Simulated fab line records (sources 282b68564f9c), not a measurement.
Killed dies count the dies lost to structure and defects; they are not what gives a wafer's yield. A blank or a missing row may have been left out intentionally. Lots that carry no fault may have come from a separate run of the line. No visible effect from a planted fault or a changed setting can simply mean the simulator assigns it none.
A struck lot beside a sound one + flow rit cmos + 17 steps out of a route of 202
Sound: wafers L774.1, L774.3, L774.5. Struck: wafer L764.4. (L764.1, L764.5 of the same lot were not struck and are left out.) The cause comes at the end.
Per side, at each step with rows, come the tool, then ch with its chambers, and then its first start. Under that, the readings that differ: sound wafers + struck wafers + difference of the means + sigmas: that difference in standard deviations of wafers without a fault.
alike: readings with means less than 2 such deviations apart, plus words and numbers identical on both sides. not compared: withheld readings, readings lacking a value on some wafer, bounds such as >300 that could conceal the same value, and numbers that have no deviation in the record and whose values overlap.
A row with sigmas, a row that says differs or no value, or rows on one side alone: a step with any of these is where the two part. Non-overlapping numbers with no deviation appear without sigmas and do not part them. A reading that every wafer of one side lacks parts them only if that side has two wafers or more.

first, 1 step without rows for these wafers: RIT_PSD_IMPLANT_08.
RIT_PSD_STRIP_09: strips in O2, time 180 s.
  sound on plasma asher-02 ch 0,1, day 7 01:08; struck on plasma asher-02 ch 0, day 4 21:01
  alike: drypump motor current A
  not compared: rf hours counter h
RIT_PSD_TW_MEAS_10:
  sound on film metro-04 at day 7 01:19; struck on film metro-04 at day 4 21:11
  alike: PSD_TW
then, 3 steps without rows for these wafers: RIT_SDANNEAL_CLEAN_00 (cleans in SC1, time 600 s); RIT_SDANNEAL_CLEAN_01 (cleans in dHF, time 30 s); RIT_SDANNEAL_CLEAN_02 (cleans in SC2, time 600 s).
RIT_SDANNEAL_RTA_03: time 5 s.
  sound on rtp anneal-02 ch 0, day 7 01:46; struck on rtp anneal-02 ch 0, day 4 21:37
  alike: anneal temp c max, wafer_temp_C_max
RIT_SDANNEAL_RS_MEAS_04: uses a four-point probe to measure.
  sound on film metro-01 at day 7 01:50; struck on film metro-04 at day 4 21:40
  alike: PSD_RS
RIT_SDANNEAL_RS_MEAS_05: uses a four-point probe to measure.
  sound on film metro-01 at day 7 01:57; struck on film metro-04 at day 4 21:47
  alike: NSD_RS
RIT_SDANNEAL_RS_MEAS_06: uses a four-point probe to measure.
  sound on film metro-01 at day 7 02:04; struck on film metro-04 at day 4 21:55
  alike: PLDD_RS
RIT_SDANNEAL_RS_MEAS_07: uses a four-point probe to measure.
  sound on film metro-01 at day 7 02:11; struck on film metro-04 at day 4 22:02
  alike: NLDD_RS
then, 1 step without rows for these wafers: RIT_SILICIDE_WET_ETCH_00 (etches SiO2 in BOE, target depth 14 nm, time 15 s).
RIT_SILICIDE_SPUTTER_01: material Ti, target thk 30 nm, time 234.8 s.
  sound on pvd sputter-02 at day 7 02:19; struck on pvd sputter-02 at day 4 22:10
| reading                                     | sound            | struck | difference | sigmas |
|---------------------------------------------|------------------|--------|------------|--------|
| model.Ti_of_SILICIDE_SPUTTER_01.thk nm (nm) | 28.75 28.8 28.82 | 42.73  | +13.94     |        |
  alike: throttle valve pct
RIT_SILICIDE_RS_MEAS_02: uses a four-point probe to measure.
  sound on film metro-02 at day 7 02:28; struck on film metro-03 at day 4 22:19
| reading                 | sound          | struck | difference | sigmas |
|-------------------------|----------------|--------|------------|--------|
| SILICIDE_TI_RS (ohm/sq) | 50.5 50.4 50.3 | 30.9   | -19.5      | -28    |
RIT_SILICIDE_THK_MEAS_03: measures by xrf.
  sound on film metro-02 at day 7 02:35; struck on film metro-03 at day 4 22:26
| reading              | sound          | struck | difference | sigmas |
|----------------------|----------------|--------|------------|--------|
| SILICIDE_TI_THK (nm) | 28.3 28.3 28.4 | 42.7   | +14.4      | +35    |
RIT_SILICIDE_RTA_04: time 10 s, ramp up 5 s, ramp down 5 s.
  sound on rtp anneal-01 ch 0, day 7 02:39; struck on rtp anneal-01 ch 0, day 4 22:29
| reading          | sound             | struck | difference | sigmas |
|------------------|-------------------|--------|------------|--------|
| wafer_temp_C_max | 654.1 654.1 653.4 | 652.6  | -1.3       | -2     |
  alike: anneal temp c max
RIT_M1_PROBE_99:
  sound on prober-01 at day 7 09:22; struck on prober-02 at day 5 05:31
| reading                              | sound             | struck | difference | sigmas |
|--------------------------------------|-------------------|--------|------------|--------|
| model.etest.npoly line.line ohm um   | 160.7 158.6 162.7 | 135.9  | -24.8      |        |
| model.etest.contact pplus.end ohm um | 44.1 43.32 43.22  | 65.71  | +22.16     |        |
| model.etest.ppoly line.line ohm um   | 154.7 153.5 156.3 | 131.9  | -22.9      |        |
| model.etest.contact nplus.end ohm um | 39.41 39.13 40.24 | 59.02  | +19.43     |        |
| model.etest.ppoly line.width nm (nm) | 109.9 110.2 108.3 | 101.2  | -8.3       |        |
| model.etest.npoly line.width nm (nm) | 108.7 109.3 107.3 | 100.6  | -7.8       |        |
  alike: killed at contacts, killed at front end, killed dies, killed open, killed short
  not compared: model.etest.nmos_0p3.r on ohm um, model.etest.nmos_0p15.r on ohm um

## WHERE THEY PART
Earliest at RIT_SILICIDE_RS_MEAS_02; latest, in this record, at RIT_SILICIDE_RTA_04. Later steps at which nothing parts them and some readings are alike: RIT_M1_PROBE_99.

WHY: whatever the simulator had introduced
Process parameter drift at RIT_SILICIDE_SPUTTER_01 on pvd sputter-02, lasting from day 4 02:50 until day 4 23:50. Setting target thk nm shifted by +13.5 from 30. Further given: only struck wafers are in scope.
